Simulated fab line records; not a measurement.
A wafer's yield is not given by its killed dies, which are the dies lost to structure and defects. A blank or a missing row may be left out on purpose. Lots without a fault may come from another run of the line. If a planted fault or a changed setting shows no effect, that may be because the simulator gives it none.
A lot that was struck, set against a sound lot | flow rit cmos | 19 steps out of a route of 202
Sound: wafers L185.1, L185.3, L185.6. Wafers struck: L200.1, L200.2, L200.4. At the end, the cause is stated.
Each step with rows lists, per side, the tool, then ch with its chambers, then its first start. Under that, the readings that differ: sound wafers | struck wafers | difference of the means | sigmas: that difference in standard deviations of wafers without a fault.
alike: readings whose means differ by less than 2 such deviations, and words and numbers that are the same on both sides. not compared: withheld readings, readings that some wafer has no value for, bounds like >300 that may hide the same value, and numbers for which the record gives no deviation and whose values overlap.
Wherever a step has rows on one side only, a row that says differs or no value, or a row with sigmas, the two part there. When numbers do not overlap yet have no deviation, they are printed without sigmas and do not part them. A reading missing from all wafers of one side parts the sides only when that side holds two or more wafers.

first, 1 step without rows for these wafers: RIT_SILICIDE_WET_ETCH_00 (etches SiO2 in BOE, target depth 14 nm, time 15 s).
RIT_SILICIDE_SPUTTER_01: material Ti, target thk 30 nm, time 240 s.
  struck on pvd sputter-03, day 6 14:05; sound on pvd sputter-01, day 3 17:27
  alike: throttle valve pct
RIT_SILICIDE_RS_MEAS_02: a four-point-probe measurement.
  struck on film metro-03, day 6 14:14; sound on film metro-04, day 3 17:36
  alike: SILICIDE_TI_RS
RIT_SILICIDE_THK_MEAS_03: measures by xrf.
  struck on film metro-03, day 6 14:22; sound on film metro-04, day 3 17:43
  alike: SILICIDE_TI_THK
RIT_SILICIDE_RTA_04: time 10 s, ramp up 5 s, ramp down 5 s.
  sound on rtp anneal-02 ch 0, day 3 17:47; struck on rtp anneal-01 ch 0, day 6 14:25
  alike: wafer_temp_C_max
then, 1 step without rows for these wafers: RIT_SILICIDE_WET_ETCH_05 (etches Ti in SPM, time 120 s).
RIT_SILICIDE_RTA_06: time 10 s, ramp up 5 s, ramp down 10 s.
  sound on rtp anneal-01 ch 0, day 3 17:53; struck on rtp anneal-02 ch 0, day 6 14:32
  alike: wafer_temp_C_max
RIT_CONTACT_CVD_00: deposits SiO2 from TEOS, target thk 400 nm, time 61 s.
  sound on pecvd-04 ch 1,2, day 3 17:58; struck on pecvd-04 ch 0,1, day 6 14:35
  alike: heater power w
  not compared: since wet clean h
RIT_CONTACT_THK_MEAS_01:
  struck on film metro-02, day 6 14:38; sound on film metro-04, day 3 18:01
  alike: CONTACT_TEOS_THK
then, 3 steps without rows for these wafers: RIT_CONTACT_HMDS_02 (prime time 60 s); RIT_CONTACT_COAT_03 (resist thk 1000 nm); RIT_CONTACT_SOFTBAKE_04 (time 60 s).
RIT_CONTACT_EXPOSE_05: exposes mask M11, target cd 1000 nm.
  sound on iline stepper-01 ch 0, day 3 18:38; struck on iline stepper-02 ch 0, day 6 15:10
  reading                         | sound                   | struck            | difference | sigmas
  model.CONTACT.overlay x nm (nm) | -0.1788 -0.1788 -0.1788 | 320.4 320.4 320.4 | +320.6     |
  alike: mask, reticle temp C
then, 2 steps without rows for these wafers: RIT_CONTACT_PEB_06; RIT_CONTACT_DEVELOP_07 (develop time 120 s).
RIT_CONTACT_CD_MEAS_08: the cd target is 1000 nm.
  struck on cd sem-01, day 6 15:41; sound on cd sem-01, day 3 19:10
  reading    | sound             | struck               | difference | sigmas
  cd nm (nm) | 993.0 995.9 995.9 | 1004.3 1002.1 1004.6 | +8.7       | +3
RIT_CONTACT_OVL_MEAS_09:
  struck on overlay-01, day 6 15:48; sound on overlay-01, day 3 19:17
  reading          | sound          | struck            | difference | sigmas
  CONTACT_OVL (nm) | -0.9 -1.2 -0.8 | 318.4 320.1 319.2 | +320.2     | +99 or more
then, 1 step without rows for these wafers: RIT_CONTACT_HARDBAKE_10 (time 60 s).
RIT_M1_PROBE_99:
  struck on prober-01, day 6 21:13; sound on prober-02, day 4 00:19
  reading                                                 | sound                | struck               | difference | sigmas
  model.etest.nmos_0p15.junction log10 a um               | -13.6 -13.65 -13.44  | -9.718 -10.27 -10.3  | +3.467     |
  model.etest.nmos narrow.off log10 a um                  | -13.16 -13.14 -13.31 | -9.718 -10.27 -10.3  | +3.107     |
  model.etest.gate end array.leak log10 a um              | -13.06 -12.95 -12.82 | -9.562 -9.997 -10.13 | +3.047     |
  model.etest.nmos_0p3.off log10 a um                     | -13.09 -13.14 -13.12 | -9.718 -10.26 -10.3  | +3.024     |
  model.etest.pmos_0p15.junction log10 a um               | -13.85 -13.64 -13.9  | -10.72 -11.26 -11.3  | +2.70      |
  model.etest.contact diode array.leak log10 a (angstrom) | -9.288 -9.117 -9.39  | -6.395 -7.022 -6.993 | +2.462     |
  model.etest.pmos_0p3.off log10 a um                     | -12.81 -12.76 -12.74 | -10.71 -11.26 -11.29 | +1.68      |
  model.etest.pmos narrow.off log10 a um                  | -12.87 -12.65 -12.74 | -10.71 -11.25 -11.29 | +1.67      |
  alike: killed at contacts, killed at front end, killed dies, killed on rim, killed open, killed short

## WHERE THEY PART
Last at RIT_CONTACT_OVL_MEAS_09 as far as this record goes, first at RIT_CONTACT_CD_MEAS_08. Later steps at which nothing parts them and some readings are alike: RIT_M1_PROBE_99.

WHY: what had been put in by the simulator
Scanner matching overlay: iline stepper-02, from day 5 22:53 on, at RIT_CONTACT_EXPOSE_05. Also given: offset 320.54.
